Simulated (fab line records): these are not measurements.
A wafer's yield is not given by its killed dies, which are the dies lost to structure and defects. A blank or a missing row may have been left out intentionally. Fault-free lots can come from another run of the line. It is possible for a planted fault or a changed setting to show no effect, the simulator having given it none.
fab line records :: flow berkeley-cmos170
record:
  lots: 5
  wafers: 23
route steps=331 shown V2@299
start-h: start of the lot's first displayed wafer, in hours after the record's first day :: wait-h: hours elapsed since this lot's preceding step :: " the same as in the row above :: L1.1+2: a row that stands for several wafers :: - no value present, or no start provided :: * or withheld: withheld :: < > ~ a bound
route shown NAME@n: NAME is a module with steps in the file, n the number in the route of the first one :: usual: average and standard deviation across the fault-free wafers :: same: alike in all rows :: chamber/n: place in a boat :: sites: readings site by site :: _std_site: the values' standard deviation :: _edge_site: mean of outer sites minus mean of inner sites :: radius-mm: for every site, how far away it sits from the centre of the wafer :: mask NAME#n: copy n :: behind: the last tool/chamber to shape the wafer :: hold: the reason the lot was held/the length of the hold in hours/how it ended :: device: the n, p or np transistor that did not switch :: end of line: the tests these same wafers got at the end of their route :: a step with no rows: only its recipe :: killed: count of dies lost to structure and defects at first sort (not the wafer's yield) :: map: a wafer's dies, x killed, . not, _ none there
set.NAME: the run value of the setting; set.NAME@STEP: its run value at that earlier step :: model.NAME: the simulator's own value behind a step, which no gauge read
lots where settings were altered on purpose, with a table for each step and a row for each wafer
== steps ==
step: UCB170_V2_COAT_07
recipe:
  resist: KrF
  spin-rpm: 1500
  resist-thk-nm: 900
lot.wafer: L076.1
tool: litho-track-03
chamber: 0
start-h: 195.77
wait-h: 0.1
set.resist-thk-nm: 862.4
model.KrF_of_V2_COAT_07.thk-nm: 860.1

lot.wafer: L076.2
tool: litho-track-03
chamber: 0
start-h: 195.77
wait-h: 0.1
set.resist-thk-nm: 900
model.KrF_of_V2_COAT_07.thk-nm: 897.3

lot.wafer: L076.3
tool: litho-track-03
chamber: 0
start-h: 195.77
wait-h: 0.1
set.resist-thk-nm: 900
model.KrF_of_V2_COAT_07.thk-nm: 900

lot.wafer: L076.5
tool: litho-track-03
chamber: 0
start-h: 195.77
wait-h: 0.1
set.resist-thk-nm: 900
model.KrF_of_V2_COAT_07.thk-nm: 896.5

lot.wafer: L076.6
tool: litho-track-03
chamber: 0
start-h: 195.77
wait-h: 0.1
set.resist-thk-nm: 862.4
model.KrF_of_V2_COAT_07.thk-nm: 860.8

lot.wafer: L080.1
tool: litho-track-01
chamber: 0
start-h: 203.05
wait-h: 0.1
set.resist-thk-nm: 921.7
model.KrF_of_V2_COAT_07.thk-nm: 926.9

lot.wafer: L080.2
tool: litho-track-01
chamber: 0
start-h: 203.05
wait-h: 0.1
set.resist-thk-nm: 900
model.KrF_of_V2_COAT_07.thk-nm: 901.9

lot.wafer: L080.3
tool: litho-track-01
chamber: 0
start-h: 203.05
wait-h: 0.1
set.resist-thk-nm: 900
model.KrF_of_V2_COAT_07.thk-nm: 902.3

lot.wafer: L080.4
tool: litho-track-01
chamber: 0
start-h: 203.05
wait-h: 0.1
set.resist-thk-nm: 921.7
model.KrF_of_V2_COAT_07.thk-nm: 922.3

lot.wafer: L080.6
tool: litho-track-01
chamber: 0
start-h: 203.05
wait-h: 0.1
set.resist-thk-nm: 900
model.KrF_of_V2_COAT_07.thk-nm: 902.4

lot.wafer: L081.2
tool: litho-track-04
chamber: 0
start-h: 214.93
wait-h: 0.1
set.resist-thk-nm: 900
model.KrF_of_V2_COAT_07.thk-nm: 902.4

lot.wafer: L081.3
tool: litho-track-04
chamber: 0
start-h: 214.93
wait-h: 0.1
set.resist-thk-nm: 882.3
model.KrF_of_V2_COAT_07.thk-nm: 883

lot.wafer: L081.4
tool: litho-track-04
chamber: 0
start-h: 214.93
wait-h: 0.1
set.resist-thk-nm: 882.3
model.KrF_of_V2_COAT_07.thk-nm: 883.9

lot.wafer: L081.5
tool: litho-track-04
chamber: 0
start-h: 214.93
wait-h: 0.1
set.resist-thk-nm: 900
model.KrF_of_V2_COAT_07.thk-nm: 901.4

lot.wafer: L081.6
tool: litho-track-04
chamber: 0
start-h: 214.93
wait-h: 0.1
set.resist-thk-nm: 900
model.KrF_of_V2_COAT_07.thk-nm: 900.9

lot.wafer: L082.1
tool: litho-track-03
chamber: 0
start-h: 218.16
wait-h: 0.1
set.resist-thk-nm: 900
model.KrF_of_V2_COAT_07.thk-nm: 901.6

lot.wafer: L082.4
tool: litho-track-03
chamber: 0
start-h: 218.16
wait-h: 0.1
set.resist-thk-nm: 900
model.KrF_of_V2_COAT_07.thk-nm: 900.7

lot.wafer: L082.6
tool: litho-track-03
chamber: 0
start-h: 218.16
wait-h: 0.1
set.resist-thk-nm: 900
model.KrF_of_V2_COAT_07.thk-nm: 900

lot.wafer: L083.1
tool: litho-track-03
chamber: 0
start-h: 219.71
wait-h: 0.1
set.resist-thk-nm: 936.2
model.KrF_of_V2_COAT_07.thk-nm: 936.8

lot.wafer: L083.2
tool: litho-track-03
chamber: 0
start-h: 219.71
wait-h: 0.1
set.resist-thk-nm: 936.2
model.KrF_of_V2_COAT_07.thk-nm: 938.3

lot.wafer: L083.4
tool: litho-track-03
chamber: 0
start-h: 219.71
wait-h: 0.1
set.resist-thk-nm: 900
model.KrF_of_V2_COAT_07.thk-nm: 900.7

lot.wafer: L083.5
tool: litho-track-03
chamber: 0
start-h: 219.71
wait-h: 0.1
set.resist-thk-nm: 900
model.KrF_of_V2_COAT_07.thk-nm: 900.1

lot.wafer: L083.6
tool: litho-track-03
chamber: 0
start-h: 219.71
wait-h: 0.1
set.resist-thk-nm: 936.2
model.KrF_of_V2_COAT_07.thk-nm: 936.5
== key ==
split:
  step: UCB170_V2_COAT_07
  setting: resist-thk-nm
  stated: 900
  by: wafer
response:
  step: UCB170_V2_COAT_07
  reading: model.KrF_of_V2_COAT_07.thk-nm
  change: +9.1
  per: 1%
  r: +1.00
